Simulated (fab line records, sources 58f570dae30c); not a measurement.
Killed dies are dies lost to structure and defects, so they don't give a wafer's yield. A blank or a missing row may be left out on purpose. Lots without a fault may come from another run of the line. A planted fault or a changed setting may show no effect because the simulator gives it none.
Which tool did it? | flow berkeley_cmos170 | 13 lots, 39 wafers sampled, at 5 steps of a route of 331

WHAT THE GAUGES READ, wafer by wafer
UCB170_NLDD_CD_MEAS_06: target cd 1200 nm.
lot  | measured     | on        | cd_nm (nm)
L161 | day 6 00:20  | cd_sem-02 | 1199.2 1198.9 1199.9
L163 | day 7 02:02  | cd_sem-02 | 1199.6 1197.4 1198.4
L164 | day 7 16:44  | cd_sem-01 | 1198.4 1199.5 1198.0
L165 | day 7 16:45  | cd_sem-02 | 1200.0 1201.0 1200.4
L166 | day 7 16:51  | cd_sem-01 | 1197.7 1197.3 1197.9
L168 | day 8 01:25  | cd_sem-02 | 1198.7 1198.4 1199.7
L171 | day 8 07:59  | cd_sem-02 | 1199.9 1200.4 1200.6
L170 | day 8 08:51  | cd_sem-02 | 1201.5 1201.9 1201.3
L172 | day 8 23:56  | cd_sem-01 | 1201.6 1202.2 1202.3
L178 | day 10 02:22 | cd_sem-02 | 1200.0 1198.8 1198.9
L177 | day 10 06:55 | cd_sem-02 | 1199.4 1199.6 1200.6
L184 | day 10 22:38 | cd_sem-02 | 1199.2 1198.5 1199.2
L183 | day 10 22:53 | cd_sem-02 | 1200.0 1200.4 1201.4

UCB170_CONTACT_THK_MEAS_02.
lot  | measured     | on            | CONTACT_PSG_THK (nm)
L161 | day 6 14:32  | film_metro-01 | 698 691 697
L163 | day 7 14:14  | film_metro-04 | 702 704 706
L164 | day 8 03:56  | film_metro-02 | 703 711 707
L165 | day 8 04:35  | film_metro-04 | 701 705 702
L166 | day 8 06:23  | film_metro-04 | 701 695 699
L168 | day 8 13:51  | film_metro-04 | 694 697 694
L171 | day 8 22:58  | film_metro-02 | 702 711 707
L170 | day 8 23:37  | film_metro-01 | 697 698 696
L172 | day 9 14:11  | film_metro-01 | 695 700 698
L178 | day 10 15:12 | film_metro-01 | 689 688 689
L177 | day 10 19:35 | film_metro-01 | 722 718 721
L184 | day 11 13:08 | film_metro-04 | 694 696 694
L183 | day 11 18:19 | film_metro-01 | 701 705 704

UCB170_V1_OVL_MEAS_13.
lot  | measured     | on         | V1_OVL (nm)
L161 | day 7 06:10  | overlay-02 | -1 -1 4
L163 | day 8 04:40  | overlay-02 | -11 -6 -2
L164 | day 8 15:43  | overlay-01 | -11 -7 -6
L165 | day 8 15:57  | overlay-02 | -5 -4 -4
L166 | day 8 16:40  | overlay-01 | -2 -9 -16
L168 | day 9 06:27  | overlay-01 | -1 4 -4
L171 | day 9 10:02  | overlay-02 | 4 9 8
L170 | day 9 13:31  | overlay-01 | -4 -1 -6
L172 | day 9 23:38  | overlay-01 | -1 -1 8
L178 | day 11 02:44 | overlay-02 | -2 12 2
L177 | day 11 09:54 | overlay-02 | -4 3 -3
L184 | day 12 01:50 | overlay-02 | 6 3 5
L183 | day 12 06:19 | overlay-01 | -8 -3 -6

UCB170_M2_THK_MEAS_03: measures by xrf.
lot  | measured     | on            | M2_AL_THK (nm)
L161 | day 7 06:53  | film_metro-01 | 920 900 923
L163 | day 8 05:22  | film_metro-04 | 895 893 884
L164 | day 8 16:26  | film_metro-01 | 912 903 905
L165 | day 8 16:40  | film_metro-03 | 886 869 873
L166 | day 8 17:22  | film_metro-04 | 903 881 879
L168 | day 9 07:10  | film_metro-04 | 894 885 872
L171 | day 9 10:44  | film_metro-01 | 902 891 905
L170 | day 9 14:13  | film_metro-03 | 902 898 882
L172 | day 10 00:20 | film_metro-03 | 901 876 878
L178 | day 11 03:26 | film_metro-03 | 910 883 908
L177 | day 11 10:37 | film_metro-03 | 902 904 904
L184 | day 12 02:34 | film_metro-01 | 897 879 905
L183 | day 12 07:01 | film_metro-04 | 894 912 900

WHICH TOOL RAN EACH LOT (tool, then ch and the chambers of the sampled wafers, then the start)
lot  | UCB170_CONTACT_CVD_01
L161 | lpcvd-01 ch 1, day 6 12:45
L163 | lpcvd-01 ch 0, day 7 12:25
L164 | lpcvd-02 ch 1, day 8 02:09
L165 | lpcvd-01 ch 1, day 8 02:47
L166 | lpcvd-01 ch 0, day 8 04:34
L168 | lpcvd-01 ch 0, day 8 12:04
L171 | lpcvd-02 ch 1, day 8 21:11
L170 | lpcvd-01 ch 0, day 8 21:49
L172 | lpcvd-02 ch 1, day 9 12:24
L178 | lpcvd-01 ch 0, day 10 13:25
L177 | lpcvd-02 ch 1, day 10 17:47
L184 | lpcvd-01 ch 1, day 11 11:19
L183 | lpcvd-02 ch 0, day 11 15:39
- UCB170_CONTACT_CVD_01: deposits PSG from SiH4/O2/PH3, target thk 700 nm, time 2820 s.

WHAT THE TOOLS THEMSELVES READ (means of the sampled wafers that have a number; where no wafer has one, the mark that the record gives instead)
UCB170_CONTACT_CVD_01.
lot  | tool     | spike_tc_load_C (C)
L161 | lpcvd-01 | 466.9
L163 | lpcvd-01 | 471.7
L164 | lpcvd-02 | 466.1
L165 | lpcvd-01 | 466.2
L166 | lpcvd-01 | 472.5
L168 | lpcvd-01 | 471.9
L171 | lpcvd-02 | 465.7
L170 | lpcvd-01 | 471.2
L172 | lpcvd-02 | 466.1
L178 | lpcvd-01 | 471.2
L177 | lpcvd-02 | 465.8
L184 | lpcvd-01 | 466.1
L183 | lpcvd-02 | 467.5

THE ANSWER, worked out from the rows above alone
Rule: what is usual is taken from the lots themselves. Put in order of their means at a reading, lots are off if they are a third of the lots or fewer, leave a main group of 4 or more, and stand apart from it by a gap of 3 or more times the standard deviation of the main group's means; of several such gaps the widest counts. A main group whose means are all the same, to the digits that the tables above print for the reading, isn't used. A lot without any number at a reading at which 4 lots or more have one is off too. The other lots that the step has rows for count as sound. The gauges are gone through in route order, then the tools' own readings, and for those a lot's mean is taken as printed above. The first step at which some lot is off is used, and at that step the reading that is off furthest; a lot without a number counts as furthest.
No lot is off at any reading shown: from this, nothing can be told.

WHAT THE SIMULATOR HAD PUT IN
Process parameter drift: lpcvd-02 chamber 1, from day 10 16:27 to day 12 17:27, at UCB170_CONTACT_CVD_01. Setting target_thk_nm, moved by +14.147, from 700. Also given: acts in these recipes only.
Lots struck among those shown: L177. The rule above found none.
